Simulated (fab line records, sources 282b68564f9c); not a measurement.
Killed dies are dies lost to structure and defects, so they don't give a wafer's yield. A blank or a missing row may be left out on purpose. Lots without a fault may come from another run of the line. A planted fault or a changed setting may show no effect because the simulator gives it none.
fab line records | flow rit_cmos
record lots=5 wafers=15 last_day=5
route steps=202 shown FOX2@24 NWELL@28 PWELL@39 WELLDRIVE@50 NRETRO@53 PRETRO@64
lots that met no fault: from a run of the same line without faults
start_h: hours from the record's first day to the start of the lot's first wafer shown | wait_h: hours since the lot's step before | " the same as in the row above | L1.1+2: a row that stands for several wafers | - no value, or no start given | * or withheld: withheld | < > ~ a bound
route shown NAME@n: a module of which the file shows steps, and the number in the route of the first | usual: mean/standard deviation of fault-free wafers | same: alike in all rows | chamber/n: place in a boat | sites: the reading at each site | _std_site: their standard deviation | _edge_site: outer sites' mean less inner sites' | radius_mm: how far each site lies from the wafer's centre | mask NAME#n: copy n | behind: the tool/chamber that last shaped the wafer | hold: why the lot was held/for how many hours/how that ended | device: the transistor (n, p or np) that didn't switch | end of line: the same wafers' tests at the end of the route | a step without rows: its recipe alone | killed: dies lost to structure and defects at the first sort, not the wafer's yield | map: a wafer's dies, x killed, . not, _ none there
set.NAME: the setting as run; set.NAME@STEP: as run at that earlier step | model.NAME: the simulator's own value behind a step, which no gauge read
lots at some steps of the route; a table a step, a row a wafer
services: from which hour (start_h, from the record's first day; less than 0 if before it) a tool's chamber was out of use, for how many hours, and why
## steps
# step RIT_FOX2_THK_MEAS_01
# recipe reads=SiO2_of_FOX2_OXIDATION_00
# usual FOX2_OXIDE_THK=353/6
# columns lot.wafer tool chamber start_h wait_h FOX2_OXIDE_THK[nm]
L076.1 film_metro-04 - 28.31 0.0 358
L076.2 " - " " 352
L076.4 " - " " 356
L078.3 film_metro-04 - 39.42 0.0 348
L078.5 " - " " 351
L078.6 " - " " 355
L079.3 film_metro-04 - 45.81 0.0 342
L079.5 " - " " 342
L079.6 " - " " 338
L083.2 film_metro-03 - 65.84 0.0 346
L083.4 " - " " 343
L083.6 " - " " 346
L087.2 film_metro-04 - 86.01 0.0 344
L087.5 " - " " 352
L087.6 " - " " 337
# step RIT_FOX2_CLEAN_02
# recipe chemistry=dHF dilution=50:1 time_s=180
# columns lot.wafer tool chamber start_h wait_h
L076.1+2+4 wet_bench-02 1 28.37 0.1
L078.3+5+6 wet_bench-02 1 39.46 0.0
L079.3+5+6 wet_bench-01 2 45.85 0.0
L083.2+4+6 wet_bench-01 1 65.89 0.0
L087.2+5+6 wet_bench-03 0 86.06 0.0
# step RIT_FOX2_WET_ETCH_03
# recipe chemistry=H3PO4 target=Si3N4 target_depth_nm=195 temp_c=165 time_s=2700
# columns lot.wafer tool chamber start_h wait_h
L076.1+2+4 wet_bench-03 1 28.43 0.0
L078.3+5+6 wet_bench-03 3 39.51 0.0
L079.3+5+6 wet_bench-02 3 45.91 0.0
L083.2+4+6 wet_bench-02 2 65.95 0.0
L087.2+5+6 wet_bench-01 0 86.12 0.0
# step RIT_FOX2_THK_MEAS_90
# recipe reads=SiO2_of_FOX2_OXIDATION_00
# usual FIELD_OXIDE_LEFT_1_THK=326/6.1
# columns lot.wafer tool chamber start_h wait_h FIELD_OXIDE_LEFT_1_THK[nm]
L076.1 film_metro-03 - 29.19 0.0 330
L076.2 " - " " 325
L076.4 " - " " 329
L078.3 film_metro-03 - 40.29 0.0 320
L078.5 " - " " 323
L078.6 " - " " 328
L079.3 film_metro-03 - 46.76 0.0 315
L079.5 " - " " 315
L079.6 " - " " 311
L083.2 film_metro-04 - 66.72 0.0 319
L083.4 " - " " 315
L083.6 " - " " 319
L087.2 film_metro-04 - 87.03 0.0 316
L087.5 " - " " 325
L087.6 " - " " 310
# step RIT_NWELL_HMDS_00
# recipe prime_time_s=60 prime_temp_c=140
# columns lot.wafer tool chamber start_h wait_h
L076.1+2+4 litho_track-01 0 29.25 0.1
L078.3+5+6 litho_track-03 0 40.57 0.3
L079.3+5+6 litho_track-03 0 46.85 0.1
L083.2+4+6 litho_track-04 0 66.79 0.1
L087.2+5+6 litho_track-01 0 87.11 0.1
# step RIT_NWELL_COAT_01
# recipe resist=NOVOLAK spin_rpm=2000 resist_thk_nm=1300
# usual dispense_pressure_kPa=54/3.8
# columns lot.wafer tool chamber start_h wait_h dispense_pressure_kPa
L076.1 litho_track-01 0 29.40 0.1 59
L076.2 " 0 " " 59
L076.4 " 0 " " 59
L078.3 litho_track-03 0 40.72 0.1 50
L078.5 " 0 " " 50
L078.6 " 0 " " 50
L079.3 litho_track-03 0 47.00 0.1 50
L079.5 " 0 " " 50
L079.6 " 0 " " 50
L083.2 litho_track-04 0 66.94 0.1 53
L083.4 " 0 " " 53
L083.6 " 0 " " 53
L087.2 litho_track-01 0 87.26 0.1 59
L087.5 " 0 " " 59
L087.6 " 0 " " 59
# step RIT_NWELL_SOFTBAKE_02
# recipe resist=NOVOLAK temp_c=90 time_s=60
# columns lot.wafer tool chamber start_h wait_h
L076.1+2+4 litho_track-01 0 29.55 0.1
L078.3+5+6 litho_track-03 0 40.87 0.1
L079.3+5+6 litho_track-03 0 47.15 0.1
L083.2+4+6 litho_track-04 0 67.09 0.1
L087.2+5+6 litho_track-01 0 87.41 0.1
# step RIT_NWELL_EXPOSE_03
# recipe mask_id=M2 na=0.57 target_cd_nm=43900 dose_mj=250
# usual exposure_dose_mJ_cm2=249.99/0.22
# columns lot.wafer tool chamber start_h wait_h mask exposure_dose_mJ_cm2
L076.1 iline_stepper-01 0 29.70 0.1 M2#0 250.10
L076.2 " 0 " " M2#0 250.00
L076.4 " 0 " " M2#0 249.80
L078.3 iline_stepper-02 0 41.13 0.2 M2#0 250.17
L078.5 " 0 " " M2#0 249.76
L078.6 " 0 " " M2#0 250.11
L079.3 iline_stepper-02 0 47.29 0.1 M2#0 250.13
L079.5 " 0 " " M2#0 249.62
L079.6 " 0 " " M2#0 249.96
L083.2 iline_stepper-01 0 67.24 0.1 M2#0 249.72
L083.4 " 0 " " M2#0 249.88
L083.6 " 0 " " M2#0 249.79
L087.2 iline_stepper-01 0 87.68 0.2 M2#0 250.00
L087.5 " 0 " " M2#0 249.83
L087.6 " 0 " " M2#0 249.47
# step RIT_NWELL_PEB_04
# recipe resist=NOVOLAK temp_c=withheld time_s=withheld
# columns lot.wafer tool chamber start_h wait_h
L076.1+2+4 litho_track-01 0 29.81 0.1
L078.3+5+6 litho_track-04 0 41.26 0.1
L079.3+5+6 litho_track-01 0 47.41 0.1
L083.2+4+6 litho_track-03 0 67.36 0.1
L087.2+5+6 litho_track-01 0 87.80 0.1
# step RIT_NWELL_DEVELOP_05
# recipe resist=NOVOLAK develop_time_s=68 dev_temp_c=23
# columns lot.wafer tool chamber start_h wait_h
L076.1+2+4 litho_track-01 0 - -
L078.3+5+6 litho_track-04 0 - -
L079.3+5+6 litho_track-01 0 - -
L083.2+4+6 litho_track-03 0 - -
L087.2+5+6 litho_track-01 0 - -
# step RIT_NWELL_OVL_MEAS_06
# usual NWELL_OVL=0.4/1.5
# columns lot.wafer tool chamber start_h wait_h NWELL_OVL[nm]
L076.1 overlay-02 - 30.13 - 0.2
L076.2 " - " " 2.9
L076.4 " - " " 1.3
L078.3 overlay-02 - 41.53 - 2.0
L078.5 " - " " 2.7
L078.6 " - " " -0.3
L079.3 overlay-02 - 47.69 - 0.0
L079.5 " - " " 1.2
L079.6 " - " " -1.5
L083.2 overlay-01 - 67.65 - -1.6
L083.4 " - " " 0.9
L083.6 " - " " 0.1
L087.2 overlay-01 - 88.09 - -1.0
L087.5 " - " " 1.9
L087.6 " - " " -0.9
# step RIT_NWELL_HARDBAKE_07
# recipe resist=NOVOLAK temp_c=140 time_s=120
# columns lot.wafer tool chamber start_h wait_h
L076.1+2+4 litho_track-03 0 30.16 0.0
L078.3+5+6 litho_track-04 0 41.64 0.1
L079.3+5+6 litho_track-01 0 47.80 0.1
L083.2+4+6 litho_track-04 0 67.72 0.1
L087.2+5+6 litho_track-03 0 88.16 0.1
# step RIT_NWELL_IMPLANT_08
# recipe species=P energy_kev=170 dose_cm2=5e+13 tilt_deg=7
# usual beam_energy_keV=170.00/0.059 end_station_pressure_torr=5.09e-06/2.6e-07 tilt_deg=6.999/0.02
# columns lot.wafer tool chamber start_h wait_h beam_energy_keV end_station_pressure_torr tilt_deg
L076.1 implanter-01 0 30.41 0.2 169.98 5.15e-06 6.995
L076.2 " 0 " " 169.95 5.07e-06 7.001
L076.4 " 0 " " 170.00 5.04e-06 6.983
L078.3 implanter-02 0 41.86 0.2 169.95 4.81e-06 6.957
L078.5 " 0 " " 169.92 4.6e-06 6.952
L078.6 " 0 " " 169.93 4.86e-06 6.970
L079.3 implanter-03 0 48.01 0.2 170.10 4.82e-06 7.004
L079.5 " 0 " " 170.00 5.16e-06 7.051
L079.6 " 0 " " 170.06 5.35e-06 7.014
L083.2 implanter-03 0 67.96 0.2 169.99 5.14e-06 6.998
L083.4 " 0 " " 170.02 5.06e-06 6.995
L083.6 " 0 " " 170.04 5.64e-06 7.035
L087.2 implanter-03 0 88.40 0.2 170.04 5.52e-06 6.977
L087.5 " 0 " " 170.08 5.13e-06 6.981
L087.6 " 0 " " 170.09 4.66e-06 6.978
# step RIT_NWELL_STRIP_09
# recipe chemistry=O2 time_s=180 resist=NOVOLAK platen_temp_c=withheld power_w=500 pressure_mtorr=4000 o2_flow_sccm=4000
# usual drypump_motor_current_A=6.0/0.39
# columns lot.wafer tool chamber start_h wait_h drypump_motor_current_A rf_hours_counter_h
L076.1 plasma_asher-04 1 30.56 0.1 5.5 25
L076.2 " 0 " " 6.8 25
L076.4 " 1 " " 5.5 -
L078.3 plasma_asher-02 0 42.02 0.1 6.0 -
L078.5 " 1 " " 5.7 -
L078.6 " 0 " " 6.0 -
L079.3 plasma_asher-02 0 48.17 0.1 6.0 -
L079.5 " 0 " " 5.9 -
L079.6 " 1 " " 5.8 -
L083.2 plasma_asher-02 0 68.08 0.1 6.0 42
L083.4 " 1 " " 5.7 -
L083.6 " 1 " " 5.8 -
L087.2 plasma_asher-02 1 88.52 0.1 5.7 44
L087.5 " 0 " " 6.0 -
L087.6 " 1 " " 5.7 -
# step RIT_NWELL_TW_MEAS_10
# usual NWELL_TW=2110/16
# columns lot.wafer tool chamber start_h wait_h NWELL_TW
L076.1 film_metro-04 - 30.74 0.1 2107
L076.2 " - " " 2107
L076.4 " - " " 2102
L078.3 film_metro-01 - 42.15 0.1 2115
L078.5 " - " " 2104
L078.6 " - " " 2093
L079.3 film_metro-04 - 48.31 0.1 2134
L079.5 " - " " 2108
L079.6 " - " " 2123
L083.2 film_metro-02 - 68.27 0.1 2122
L083.4 " - " " 2121
L083.6 " - " " 2122
L087.2 film_metro-04 - 88.71 0.1 2118
L087.5 " - " " 2103
L087.6 " - " " 2109
# step RIT_PWELL_HMDS_00
# recipe prime_time_s=60 prime_temp_c=140
# columns lot.wafer tool chamber start_h wait_h
L076.1+2+4 litho_track-01 0 30.80 0.1
L078.3+5+6 litho_track-01 0 42.24 0.1
L079.3+5+6 litho_track-01 0 48.40 0.1
L083.2+4+6 litho_track-02 0 68.34 0.1
L087.2+5+6 litho_track-04 0 88.78 0.1
# step RIT_PWELL_COAT_01
# recipe resist=NOVOLAK spin_rpm=2000 resist_thk_nm=1300
# usual dispense_pressure_kPa=56.3/2.7
# columns lot.wafer tool chamber start_h wait_h dispense_pressure_kPa
L076.1 litho_track-01 0 30.95 0.1 58.9
L076.2 " 0 " " 59.0
L076.4 " 0 " " 58.9
L078.3 litho_track-01 0 42.39 0.1 58.9
L078.5 " 0 " " 58.9
L078.6 " 0 " " 59.0
L079.3 litho_track-01 0 48.55 0.1 59.0
L079.5 " 0 " " 58.9
L079.6 " 0 " " 59.0
L083.2 litho_track-02 0 68.49 0.1 55.5
L083.4 " 0 " " 55.5
L083.6 " 0 " " 55.5
L087.2 litho_track-04 0 88.93 0.1 52.7
L087.5 " 0 " " 52.7
L087.6 " 0 " " 52.7
# step RIT_PWELL_SOFTBAKE_02
# recipe resist=NOVOLAK temp_c=90 time_s=60
# columns lot.wafer tool chamber start_h wait_h
L076.1+2+4 litho_track-01 0 31.10 0.1
L078.3+5+6 litho_track-01 0 42.54 0.1
L079.3+5+6 litho_track-01 0 48.70 0.1
L083.2+4+6 litho_track-02 0 68.64 0.1
L087.2+5+6 litho_track-04 0 89.08 0.1
# step RIT_PWELL_EXPOSE_03
# recipe mask_id=M3 na=0.57 target_cd_nm=43700 dose_mj=250
# usual exposure_dose_mJ_cm2=250.04/0.22
# columns lot.wafer tool chamber start_h wait_h mask exposure_dose_mJ_cm2
L076.1 iline_stepper-01 0 31.25 0.1 M3#0 250.13
L076.2 " 0 " " M3#0 249.59
L076.4 " 0 " " M3#0 250.00
L078.3 iline_stepper-02 0 42.68 0.1 M3#0 250.04
L078.5 " 0 " " M3#0 250.00
L078.6 " 0 " " M3#0 249.73
L079.3 iline_stepper-01 0 48.96 0.2 M3#0 249.66
L079.5 " 0 " " M3#0 249.78
L079.6 " 0 " " M3#0 249.75
L083.2 iline_stepper-02 0 68.91 0.2 M3#0 249.72
L083.4 " 0 " " M3#0 249.42
L083.6 " 0 " " M3#0 249.51
L087.2 iline_stepper-02 0 89.23 0.1 M3#0 250.29
L087.5 " 0 " " M3#0 250.06
L087.6 " 0 " " M3#0 250.06
# step RIT_PWELL_PEB_04
# recipe resist=NOVOLAK temp_c=withheld time_s=withheld
# columns lot.wafer tool chamber start_h wait_h
L076.1+2+4 litho_track-04 0 31.37 0.1
L078.3+5+6 litho_track-04 0 42.81 0.1
L079.3+5+6 litho_track-02 0 49.09 0.1
L083.2+4+6 litho_track-02 0 69.03 0.1
L087.2+5+6 litho_track-04 0 89.38 0.1
# step RIT_PWELL_DEVELOP_05
# recipe resist=NOVOLAK develop_time_s=68 dev_temp_c=23
# columns lot.wafer tool chamber start_h wait_h
L076.1+2+4 litho_track-04 0 - -
L078.3+5+6 litho_track-04 0 - -
L079.3+5+6 litho_track-02 0 - -
L083.2+4+6 litho_track-02 0 - -
L087.2+5+6 litho_track-04 0 - -
# step RIT_PWELL_OVL_MEAS_06
# usual PWELL_OVL=0.7/1.4
# columns lot.wafer tool chamber start_h wait_h PWELL_OVL[nm]
L076.1 overlay-02 - 31.68 - -1.4
L076.2 " - " " 2.4
L076.4 " - " " -1.1
L078.3 overlay-02 - 43.08 - -0.8
L078.5 " - " " -0.2
L078.6 " - " " 0.9
L079.3 overlay-02 - 49.37 - -0.9
L079.5 " - " " 0.4
L079.6 " - " " -1.8
L083.2 overlay-01 - 69.33 - 0.7
L083.4 " - " " 0.2
L083.6 " - " " 1.6
L087.2 overlay-01 - 89.68 - 1.0
L087.5 " - " " -0.5
L087.6 " - " " -0.5
# step RIT_PWELL_HARDBAKE_07
# recipe resist=NOVOLAK temp_c=140 time_s=120
# columns lot.wafer tool chamber start_h wait_h
L076.1+2+4 litho_track-01 0 31.72 0.0
L078.3+5+6 litho_track-02 0 43.19 0.1
L079.3+5+6 litho_track-01 0 49.47 0.1
L083.2+4+6 litho_track-01 0 69.40 0.1
L087.2+5+6 litho_track-02 0 89.75 0.1
# step RIT_PWELL_IMPLANT_08
# recipe species=B energy_kev=170 dose_cm2=7e+13 tilt_deg=7
# usual beam_energy_keV=170.00/0.051 end_station_pressure_torr=5.2e-06/2.8e-07 tilt_deg=6.998/0.019
# columns lot.wafer tool chamber start_h wait_h beam_energy_keV end_station_pressure_torr tilt_deg
L076.1 implanter-01 0 31.97 0.2 169.98 5.03e-06 6.992
L076.2 " 0 " " 169.99 4.81e-06 6.998
L076.4 " 0 " " 170.07 5.03e-06 7.010
L078.3 implanter-01 0 43.41 0.2 169.97 5.31e-06 7.000
L078.5 " 0 " " 169.92 4.83e-06 6.994
L078.6 " 0 " " 169.98 5.35e-06 6.979
L079.3 implanter-02 0 49.69 0.2 170.00 5.15e-06 7.008
L079.5 " 0 " " 170.05 4.95e-06 7.001
L079.6 " 0 " " 170.01 5.2e-06 7.004
L083.2 implanter-04 0 69.63 0.2 170.00 4.59e-06 6.974
L083.4 " 0 " " 170.00 4.79e-06 6.988
L083.6 " 0 " " 170.09 5.74e-06 6.951
L087.2 implanter-04 0 89.98 0.2 170.05 5.35e-06 6.965
L087.5 " 0 " " 170.01 5.62e-06 6.975
L087.6 " 0 " " 169.94 5.2e-06 6.965
# step RIT_PWELL_STRIP_09
# recipe chemistry=O2 time_s=180 resist=NOVOLAK platen_temp_c=withheld power_w=500 pressure_mtorr=4000 o2_flow_sccm=4000
# usual drypump_motor_current_A=6.1/0.41
# columns lot.wafer tool chamber start_h wait_h drypump_motor_current_A rf_hours_counter_h
L076.1 plasma_asher-01 0 32.12 0.1 5.9 39
L076.2 " 1 " " 6.1 39
L076.4 " 0 " " 5.9 -
L078.3 plasma_asher-04 1 43.57 0.1 5.5 -
L078.5 " 1 " " 5.5 -
L078.6 " 0 " " 6.8 -
L079.3 plasma_asher-03 1 49.85 0.1 6.3 -
L079.5 " 1 " " 6.3 -
L079.6 " 0 " " 5.9 -
L083.2 plasma_asher-03 0 69.76 0.1 5.9 43
L083.4 " 0 " " 5.9 -
L083.6 " 0 " " 5.9 -
L087.2 plasma_asher-03 0 90.11 0.1 5.9 45
L087.5 " 1 " " 6.3 -
L087.6 " 0 " " 5.9 -
# step RIT_PWELL_TW_MEAS_10
# usual PWELL_TW=937/7.5
# columns lot.wafer tool chamber start_h wait_h PWELL_TW
L076.1 film_metro-04 - 32.29 0.1 932
L076.2 " - " " 923
L076.4 " - " " 926
L078.3 film_metro-04 - 43.70 0.1 930
L078.5 " - " " 928
L078.6 " - " " 928
L079.3 film_metro-04 - 49.98 0.1 936
L079.5 " - " " 940
L079.6 " - " " 938
L083.2 film_metro-02 - 69.94 0.1 941
L083.4 " - " " 936
L083.6 " - " " 938
L087.2 film_metro-02 - 90.29 0.1 950
L087.5 " - " " 944
L087.6 " - " " 946
# step RIT_WELLDRIVE_ANNEAL_00
# recipe temp_c=1100 time_s=14700 ambient=N2
# usual zone_power_centre_pct=61.6/2.8
# columns lot.wafer tool chamber start_h wait_h zone_power_centre_pct
L076.1 furnace-04 0 32.35 0.1 63.3
L076.2 " 0 " " 63.3
L076.4 " 0 " " 63.2
L078.3 furnace-02 0 43.74 0.0 63.5
L078.5 " 0 " " 62.9
L078.6 " 0 " " 63.0
L079.3 furnace-04 0 50.02 0.0 63.2
L079.5 " 0 " " 63.2
L079.6 " 0 " " 64.0
L083.2 furnace-04 0 69.99 0.0 63.1
L083.4 " 0 " " 64.5
L083.6 " 0 " " 64.4
L087.2 furnace-02 0 90.91 0.6 63.3
L087.5 " 0 " " 63.4
L087.6 " 0 " " 64.2
# step RIT_WELLDRIVE_RS_MEAS_01
# recipe thk_meas_gauge=four-point-probe
# usual NWELL_RS=275.4/0.82
# columns lot.wafer tool chamber start_h wait_h NWELL_RS[ohm/sq]
L076.1 film_metro-04 - 37.43 0.0 275.3
L076.2 " - " " 275.5
L076.4 " - " " 275.8
L078.3 film_metro-01 - 48.87 0.0 273.9
L078.5 " - " " 273.9
L078.6 " - " " 274.9
L079.3 film_metro-01 - 55.15 0.0 274.7
L079.5 " - " " 275.9
L079.6 " - " " 275.1
L083.2 film_metro-02 - 75.10 0.0 275.9
L083.4 " - " " 276.2
L083.6 " - " " 275.4
L087.2 film_metro-01 - 96.01 0.0 275.7
L087.5 " - " " 275.2
L087.6 " - " " 275.4
# step RIT_WELLDRIVE_RS_MEAS_02
# recipe thk_meas_gauge=four-point-probe
# usual PWELL_RS=429.8/1.1
# columns lot.wafer tool chamber start_h wait_h PWELL_RS[ohm/sq]
L076.1 film_metro-04 - 37.55 0.1 428.7
L076.2 " - " " 428.9
L076.4 " - " " 428.8
L078.3 film_metro-01 - 48.99 0.1 430.9
L078.5 " - " " 430.0
L078.6 " - " " 430.1
L079.3 film_metro-01 - 55.27 0.1 428.7
L079.5 " - " " 428.7
L079.6 " - " " 428.7
L083.2 film_metro-02 - 75.22 0.1 430.7
L083.4 " - " " 430.0
L083.6 " - " " 430.6
L087.2 film_metro-01 - 96.13 0.1 430.2
L087.5 " - " " 431.2
L087.6 " - " " 430.0
# step RIT_NRETRO_HMDS_00
# recipe prime_time_s=60 prime_temp_c=140
# columns lot.wafer tool chamber start_h wait_h
L076.1+2+4 litho_track-03 0 37.67 0.1
L078.3+5+6 litho_track-04 0 49.12 0.1
L079.3+5+6 litho_track-03 0 55.40 0.1
L083.2+4+6 litho_track-02 0 75.34 0.1
L087.2+5+6 litho_track-03 0 96.26 0.1
# step RIT_NRETRO_COAT_01
# recipe resist=NOVOLAK spin_rpm=2000 resist_thk_nm=1300
# usual dispense_pressure_kPa=52.4/2.3
# columns lot.wafer tool chamber start_h wait_h dispense_pressure_kPa
L076.1 litho_track-03 0 37.82 0.1 50.2
L076.2 " 0 " " 50.2
L076.4 " 0 " " 50.2
L078.3 litho_track-04 0 49.27 0.1 52.7
L078.5 " 0 " " 52.7
L078.6 " 0 " " 52.7
L079.3 litho_track-03 0 55.55 0.1 50.2
L079.5 " 0 " " 50.2
L079.6 " 0 " " 50.2
L083.2 litho_track-02 0 75.49 0.1 55.5
L083.4 " 0 " " 55.5
L083.6 " 0 " " 55.5
L087.2 litho_track-03 0 96.41 0.1 50.2
L087.5 " 0 " " 50.2
L087.6 " 0 " " 50.2
# step RIT_NRETRO_SOFTBAKE_02
# recipe resist=NOVOLAK temp_c=90 time_s=60
# columns lot.wafer tool chamber start_h wait_h
L076.1+2+4 litho_track-03 0 37.97 0.1
L078.3+5+6 litho_track-04 0 49.42 0.1
L079.3+5+6 litho_track-03 0 55.70 0.1
L083.2+4+6 litho_track-02 0 75.64 0.1
L087.2+5+6 litho_track-03 0 96.56 0.1
# step RIT_NRETRO_EXPOSE_03
# recipe mask_id=M4 na=0.57 target_cd_nm=43900 dose_mj=250
# usual exposure_dose_mJ_cm2=249.99/0.23
# columns lot.wafer tool chamber start_h wait_h mask exposure_dose_mJ_cm2
L076.1 iline_stepper-01 0 38.25 0.2 M4#0 249.85
L076.2 " 0 " " M4#0 249.95
L076.4 " 0 " " M4#0 249.83
L078.3 iline_stepper-01 0 49.68 0.2 M4#0 250.15
L078.5 " 0 " " M4#0 250.13
L078.6 " 0 " " M4#0 250.00
L079.3 iline_stepper-01 0 55.84 0.1 M4#0 250.13
L079.5 " 0 " " M4#0 250.15
L079.6 " 0 " " M4#0 250.10
L083.2 iline_stepper-01 0 75.79 0.1 M4#0 249.76
L083.4 " 0 " " M4#0 250.03
L083.6 " 0 " " M4#0 249.54
L087.2 iline_stepper-02 0 96.70 0.1 M4#0 249.95
L087.5 " 0 " " M4#0 249.99
L087.6 " 0 " " M4#0 249.73
# step RIT_NRETRO_PEB_04
# recipe resist=NOVOLAK temp_c=withheld time_s=withheld
# columns lot.wafer tool chamber start_h wait_h
L076.1+2+4 litho_track-03 0 38.37 0.1
L078.3+5+6 litho_track-04 0 49.81 0.1
L079.3+5+6 litho_track-02 0 56.01 0.2
L083.2+4+6 litho_track-03 0 75.91 0.1
L087.2+5+6 litho_track-03 0 96.82 0.1
# step RIT_NRETRO_DEVELOP_05
# recipe resist=NOVOLAK develop_time_s=68 dev_temp_c=23
# columns lot.wafer tool chamber start_h wait_h
L076.1+2+4 litho_track-03 0 - -
L078.3+5+6 litho_track-04 0 - -
L079.3+5+6 litho_track-02 0 - -
L083.2+4+6 litho_track-03 0 - -
L087.2+5+6 litho_track-03 0 - -
# step RIT_NRETRO_OVL_MEAS_06
# usual NRETRO_OVL=0.1/1.5
# columns lot.wafer tool chamber start_h wait_h NRETRO_OVL[nm]
L076.1 overlay-02 - 38.68 - -0.5
L076.2 " - " " 1.0
L076.4 " - " " -2.1
L078.3 overlay-02 - 50.08 - 0.2
L078.5 " - " " 3.6
L078.6 " - " " 2.6
L079.3 overlay-02 - 56.28 - 0.0
L079.5 " - " " 1.4
L079.6 " - " " 0.3
L083.2 overlay-02 - 76.20 - -0.3
L083.4 " - " " 1.1
L083.6 " - " " 0.8
L087.2 overlay-01 - 97.12 - -0.6
L087.5 " - " " 0.3
L087.6 " - " " 0.8
# step RIT_NRETRO_HARDBAKE_07
# recipe resist=NOVOLAK temp_c=140 time_s=120
# columns lot.wafer tool chamber start_h wait_h
L076.1+2+4 litho_track-03 0 38.72 0.0
L078.3+5+6 litho_track-04 0 50.19 0.1
L079.3+5+6 litho_track-02 0 56.39 0.1
L083.2+4+6 litho_track-03 0 76.27 0.1
L087.2+5+6 litho_track-02 0 97.19 0.1
# step RIT_NRETRO_IMPLANT_08
# recipe species=P energy_kev=70 dose_cm2=1e+13 tilt_deg=7
# usual beam_energy_keV=70.001/0.02 end_station_pressure_torr=5.06e-06/2.9e-07 tilt_deg=7.004/0.019
# columns lot.wafer tool chamber start_h wait_h beam_energy_keV end_station_pressure_torr tilt_deg
L076.1 implanter-03 0 38.97 0.2 70.006 4.91e-06 7.012
L076.2 " 0 " " 69.993 5.42e-06 7.021
L076.4 " 0 " " 69.985 4.8e-06 6.991
L078.3 implanter-04 0 50.41 0.2 70.014 4.54e-06 6.996
L078.5 " 0 " " 70.036 4.67e-06 7.015
L078.6 " 0 " " 70.048 5.31e-06 7.000
L079.3 implanter-02 0 56.61 0.2 70.030 5.36e-06 7.003
L079.5 " 0 " " 70.034 4.87e-06 6.973
L079.6 " 0 " " 70.023 5.02e-06 7.014
L083.2 implanter-03 0 76.51 0.2 70.007 4.54e-06 6.984
L083.4 " 0 " " 70.043 5.7e-06 7.008
L083.6 " 0 " " 70.023 5.17e-06 7.012
L087.2 implanter-04 0 97.42 0.2 69.983 4.93e-06 6.994
L087.5 " 0 " " 69.986 5.21e-06 6.982
L087.6 " 0 " " 69.982 4.83e-06 6.996
# step RIT_NRETRO_STRIP_09
# recipe chemistry=O2 time_s=180 resist=NOVOLAK platen_temp_c=withheld power_w=500 pressure_mtorr=4000 o2_flow_sccm=4000
# usual drypump_motor_current_A=6.0/0.41
# columns lot.wafer tool chamber start_h wait_h drypump_motor_current_A rf_hours_counter_h
L076.1 plasma_asher-01 0 39.12 0.1 5.9 40
L076.2 " 1 " " 6.1 40
L076.4 " 1 " " 6.1 -
L078.3 plasma_asher-01 0 50.57 0.1 5.9 -
L078.5 " 1 " " 6.1 -
L078.6 " 0 " " 5.9 -
L079.3 plasma_asher-02 1 56.76 0.1 5.7 -
L079.5 " 0 " " 6.0 -
L079.6 " 1 " " 5.7 -
L083.2 plasma_asher-04 0 76.63 0.1 6.8 29
L083.4 " 1 " " 5.5 -
L083.6 " 0 " " 6.8 -
L087.2 plasma_asher-04 0 97.55 0.1 6.8 31
L087.5 " 1 " " 5.4 -
L087.6 " 0 " " 6.8 -
# step RIT_NRETRO_TW_MEAS_10
# usual NRETRO_TW=1040/12
# columns lot.wafer tool chamber start_h wait_h NRETRO_TW
L076.1 film_metro-03 - 39.29 0.1 1056
L076.2 " - " " 1054
L076.4 " - " " 1056
L078.3 film_metro-03 - 50.70 0.1 1058
L078.5 " - " " 1052
L078.6 " - " " 1055
L079.3 film_metro-03 - 56.90 0.1 1053
L079.5 " - " " 1042
L079.6 " - " " 1052
L083.2 film_metro-02 - 76.82 0.1 1043
L083.4 " - " " 1042
L083.6 " - " " 1049
L087.2 film_metro-02 - 97.73 0.1 1051
L087.5 " - " " 1049
L087.6 " - " " 1052
# step RIT_PRETRO_HMDS_00
# recipe prime_time_s=60 prime_temp_c=140
# columns lot.wafer tool chamber start_h wait_h
L076.1+2+4 litho_track-01 0 39.35 0.1
L078.3+5+6 litho_track-01 0 50.79 0.1
L079.3+5+6 litho_track-03 0 56.99 0.1
L083.2+4+6 litho_track-02 0 76.89 0.1
L087.2+5+6 litho_track-02 0 97.81 0.1
# step RIT_PRETRO_COAT_01
# recipe resist=NOVOLAK spin_rpm=2000 resist_thk_nm=1300
# usual dispense_pressure_kPa=55/3.7
# columns lot.wafer tool chamber start_h wait_h dispense_pressure_kPa
L076.1 litho_track-01 0 39.50 0.1 59
L076.2 " 0 " " 59
L076.4 " 0 " " 59
L078.3 litho_track-01 0 50.94 0.1 59
L078.5 " 0 " " 59
L078.6 " 0 " " 59
L079.3 litho_track-03 0 57.14 0.1 50
L079.5 " 0 " " 50
L079.6 " 0 " " 50
L083.2 litho_track-02 0 77.04 0.1 56
L083.4 " 0 " " 55
L083.6 " 0 " " 55
L087.2 litho_track-02 0 97.96 0.1 56
L087.5 " 0 " " 55
L087.6 " 0 " " 55
# step RIT_PRETRO_SOFTBAKE_02
# recipe resist=NOVOLAK temp_c=90 time_s=60
# columns lot.wafer tool chamber start_h wait_h
L076.1+2+4 litho_track-01 0 39.65 0.1
L078.3+5+6 litho_track-01 0 51.09 0.1
L079.3+5+6 litho_track-03 0 57.29 0.1
L083.2+4+6 litho_track-02 0 77.19 0.1
L087.2+5+6 litho_track-02 0 98.11 0.1
# step RIT_PRETRO_EXPOSE_03
# recipe mask_id=M5 na=0.57 target_cd_nm=43700 dose_mj=250
# usual exposure_dose_mJ_cm2=249.92/0.25
# columns lot.wafer tool chamber start_h wait_h mask exposure_dose_mJ_cm2
L076.1 iline_stepper-01 0 39.80 0.1 M5#0 249.54
L076.2 " 0 " " M5#0 249.90
L076.4 " 0 " " M5#0 249.63
L078.3 iline_stepper-01 0 51.23 0.1 M5#0 250.29
L078.5 " 0 " " M5#0 250.37
L078.6 " 0 " " M5#0 250.56
L079.3 iline_stepper-02 0 57.56 0.2 M5#0 249.84
L079.5 " 0 " " M5#0 250.06
L079.6 " 0 " " M5#0 249.81
L083.2 iline_stepper-02 0 77.46 0.2 M5#0 250.08
L083.4 " 0 " " M5#0 249.78
L083.6 " 0 " " M5#0 250.22
L087.2 iline_stepper-01 0 98.25 0.1 M5#0 249.92
L087.5 " 0 " " M5#0 250.20
L087.6 " 0 " " M5#0 249.76
## services
# columns tool chamber start_h hours kind
implanter-02 - 10.61 4.1 repair
implanter-01 - 11.32 4.7 pm
implanter-04 - 25.48 0.5 repair
furnace-02 - 34.72 6.9 pm
wet_bench-03 - 44.06 2.1 repair
plasma_asher-03 - 45.70 3.9 repair
implanter-04 - 54.61 3.2 pm
furnace-02 - 60.70 3.0 pm
iline_stepper-02 - 66.55 1.7 pm
plasma_asher-04 - 67.36 4.3 pm
wet_bench-01 - 69.82 7.1 repair
plasma_asher-01 - 86.36 44.0 repair
## key
fault none
